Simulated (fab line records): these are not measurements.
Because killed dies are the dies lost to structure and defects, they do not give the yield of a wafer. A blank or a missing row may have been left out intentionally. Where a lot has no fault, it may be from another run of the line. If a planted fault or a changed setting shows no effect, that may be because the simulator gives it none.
A struck lot beside a sound one | flow rit_cmos | 43 out of 202 route steps
Sound: wafers L463.2, L463.3, L463.4. Wafers struck: L477.1, L477.5, L477.6. The cause is named last.
Per side, at each step with rows, come the tool, then ch with its chambers, and then its first start. Under that, the readings that differ: sound wafers | struck wafers | difference of the means | sigmas: that difference in standard deviations of wafers without a fault.
alike: readings with means less than 2 such deviations apart, plus words and numbers identical on both sides. not compared: withheld readings, readings lacking a value on some wafer, bounds such as >300 that could conceal the same value, and numbers that have no deviation in the record and whose values overlap.
A row with sigmas, a row that says differs or no value, or rows on one side alone: a step with any of these is where the two part. Non-overlapping numbers with no deviation appear without sigmas and do not part them. A reading missing from all wafers of one side parts the sides only when that side holds two or more wafers.

RIT_SDANNEAL_RTA_03: time 5 s.
  sound on rtp_anneal-01 ch 0, day 4 12:16; struck on rtp_anneal-01 ch 0, day 8 04:22
  alike: wafer_temp_C_max
RIT_SDANNEAL_RS_MEAS_04: measurement is done with a four-point probe.
  struck on film_metro-03, day 8 04:25; sound on film_metro-01, day 4 12:20
  alike: PSD_RS
RIT_SDANNEAL_RS_MEAS_05: measurement is done with a four-point probe.
  struck on film_metro-03, day 8 04:32; sound on film_metro-01, day 4 12:28
  alike: NSD_RS
RIT_SDANNEAL_RS_MEAS_06: measurement is done with a four-point probe.
  struck on film_metro-03, day 8 04:39; sound on film_metro-01, day 4 12:35
  alike: PLDD_RS
RIT_SDANNEAL_RS_MEAS_07: measurement is done with a four-point probe.
  struck on film_metro-03, day 8 04:46; sound on film_metro-01, day 4 12:42
  alike: NLDD_RS
then, 1 step without rows for these wafers: RIT_SILICIDE_WET_ETCH_00 (etches SiO2 in BOE, target depth 14 nm, time 15 s).
RIT_SILICIDE_SPUTTER_01: material Ti, target thk 30 nm, time 240 s.
  struck on pvd_sputter-01, day 8 04:55; sound on pvd_sputter-01, day 4 12:49
  alike: throttle_valve_pct
RIT_SILICIDE_RS_MEAS_02: measurement is done with a four-point probe.
  struck on film_metro-03, day 8 05:04; sound on film_metro-04, day 4 12:59
  alike: SILICIDE_TI_RS
RIT_SILICIDE_THK_MEAS_03: measures by xrf.
  struck on film_metro-03, day 8 05:11; sound on film_metro-04, day 4 13:05
  alike: SILICIDE_TI_THK
RIT_SILICIDE_RTA_04: time 10 s, ramp up 5 s, ramp down 5 s.
  sound on rtp_anneal-02 ch 0, day 4 13:10; struck on rtp_anneal-01 ch 0, day 8 05:14
  alike: wafer_temp_C_max
then, 2 steps without rows for these wafers: RIT_SILICIDE_WET_ETCH_05 (etches Ti in SPM, time 120 s); RIT_SILICIDE_RTA_06 (time 10 s, ramp up 5 s, ramp down 10 s).
RIT_CONTACT_CVD_00: deposits SiO2 from TEOS, target thk 400 nm, time 61 s.
  sound on pecvd-04 ch 0,1, day 4 13:19; struck on pecvd-04 ch 0,1, day 8 05:25
  reading                                  | sound           | struck            | difference | sigmas
  run_length_s (s)                         | 89.2 88.4 89.4  | 90.9 91.7 90.8    | +2.1       | +4
  model.SiO2_of_CONTACT_CVD_00.thk_nm (nm) | 398 399.8 405.9 | 411.1 428.2 418.1 | +17.9      |
  alike: heater_power_w
RIT_CONTACT_THK_MEAS_01:
  struck on film_metro-03, day 8 05:28; sound on film_metro-03, day 4 13:23
  reading               | sound       | struck      | difference | sigmas
  CONTACT_TEOS_THK (nm) | 398 400 406 | 411 428 418 | +18        | +3
then, 6 steps without rows for these wafers: RIT_CONTACT_HMDS_02 (prime time 60 s); RIT_CONTACT_COAT_03 (resist thk 1000 nm); RIT_CONTACT_SOFTBAKE_04 (time 60 s); RIT_CONTACT_EXPOSE_05 (exposes mask M11, target cd 1000 nm); RIT_CONTACT_PEB_06; RIT_CONTACT_DEVELOP_07 (develop time 120 s).
RIT_CONTACT_CD_MEAS_08: target cd 1000 nm.
  struck on cd_sem-01, day 8 06:54; sound on cd_sem-02, day 4 14:33
  alike: cd_nm
RIT_CONTACT_OVL_MEAS_09:
  struck on overlay-02, day 8 07:01; sound on overlay-02, day 4 14:39
  alike: CONTACT_OVL
then, 1 step without rows for these wafers: RIT_CONTACT_HARDBAKE_10 (time 60 s).
RIT_CONTACT_ETCH_11: etches SiO2 in CHF3/CF4/Ar, stops on TiSi2, target depth 480 nm, time 320 s.
  sound on rie_diel-01 ch 0,2,3, day 4 14:50; struck on rie_diel-03 ch 0,1, day 8 07:12
  reading                             | sound           | struck            | difference | sigmas
  model.etch.depth_nm (nm)            | 398 399.8 405.9 | 411.1 428.2 418.1 | +17.9      |
  model.CONTACT.feature_depth_nm (nm) | 398 399.8 405.9 | 411.1 428.2 418.1 | +17.9      |
  alike: drypump_motor_current_A, oes_product_au, throttle_valve_pct
  not compared: rf_hours_counter_h
RIT_CONTACT_STRIP_12: strips in O2, time 180 s.
  sound on plasma_asher-03 ch 0,1, day 4 15:02; struck on plasma_asher-02 ch 0,1, day 8 07:24
  alike: drypump_motor_current_A
  not compared: rf_hours_counter_h
RIT_CONTACT_CD_MEAS_90: target cd 1000 nm.
  struck on cd_sem-01, day 8 07:34; sound on cd_sem-02, day 4 15:13
  alike: cd_nm
then, 2 steps without rows for these wafers: RIT_CONTACT_CLEAN_13 (cleans in SC1, time 600 s); RIT_CONTACT_CLEAN_14 (cleans in SC2, time 600 s).
RIT_M1_SPUTTER_00: material Al, target thk 400 nm, time 500 s.
  struck on pvd_sputter-03, day 8 08:02; sound on pvd_sputter-02, day 4 15:40
  alike: throttle_valve_pct
RIT_M1_RS_MEAS_01: measurement is done with a four-point probe.
  struck on film_metro-02, day 8 08:20; sound on film_metro-03, day 4 15:59
  alike: M1_AL_RS
RIT_M1_THK_MEAS_02: measures by xrf.
  struck on film_metro-02, day 8 08:28; sound on film_metro-03, day 4 16:06
  alike: M1_AL_THK
then, 6 steps without rows for these wafers: RIT_M1_HMDS_03 (prime time 60 s); RIT_M1_COAT_04 (resist thk 1300 nm); RIT_M1_SOFTBAKE_05 (time 60 s); RIT_M1_EXPOSE_06 (exposes mask M12, target cd 2600 nm); RIT_M1_PEB_07; RIT_M1_DEVELOP_08 (develop time 68 s).
RIT_M1_CD_MEAS_09: target cd 2600 nm.
  struck on cd_sem-01, day 8 09:40; sound on cd_sem-01, day 4 17:07
  alike: cd_nm
RIT_M1_OVL_MEAS_10:
  struck on overlay-02, day 8 09:47; sound on overlay-02, day 4 17:13
  alike: M1_OVL
then, 1 step without rows for these wafers: RIT_M1_HARDBAKE_11 (time 120 s).
RIT_M1_METAL_ETCH_12: etches Al in Cl2/BCl3, stops on SiO2, time 165 s, target depth 600 nm.
  sound on rie_metal-03 ch 0,1, day 4 17:29; struck on rie_metal-04 ch 0,1, day 8 10:23
  reading                                  | sound           | struck        | difference | sigmas
  model.SiO2_of_CONTACT_CVD_00.thk_nm (nm) | 361.2 363 368.8 | 373 392.8 380 | +18        |
  alike: drypump_motor_current_A, oes_product_au, throttle_valve_pct
  not compared: rf_hours_counter_h
then, 1 step without rows for these wafers: RIT_M1_STRIP_13 (strips in nmp, time 600 s).
RIT_M1_PROBE_99:
  record: rows for the struck wafers here (prober-01, day 8 13:53), none for the sound ones

## WHERE THEY PART
Earliest at RIT_CONTACT_CVD_00; latest, in this record, at RIT_M1_PROBE_99.

WHY: what had been put in by the simulator
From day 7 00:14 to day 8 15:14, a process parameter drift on pecvd-04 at RIT_CONTACT_CVD_00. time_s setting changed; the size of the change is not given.
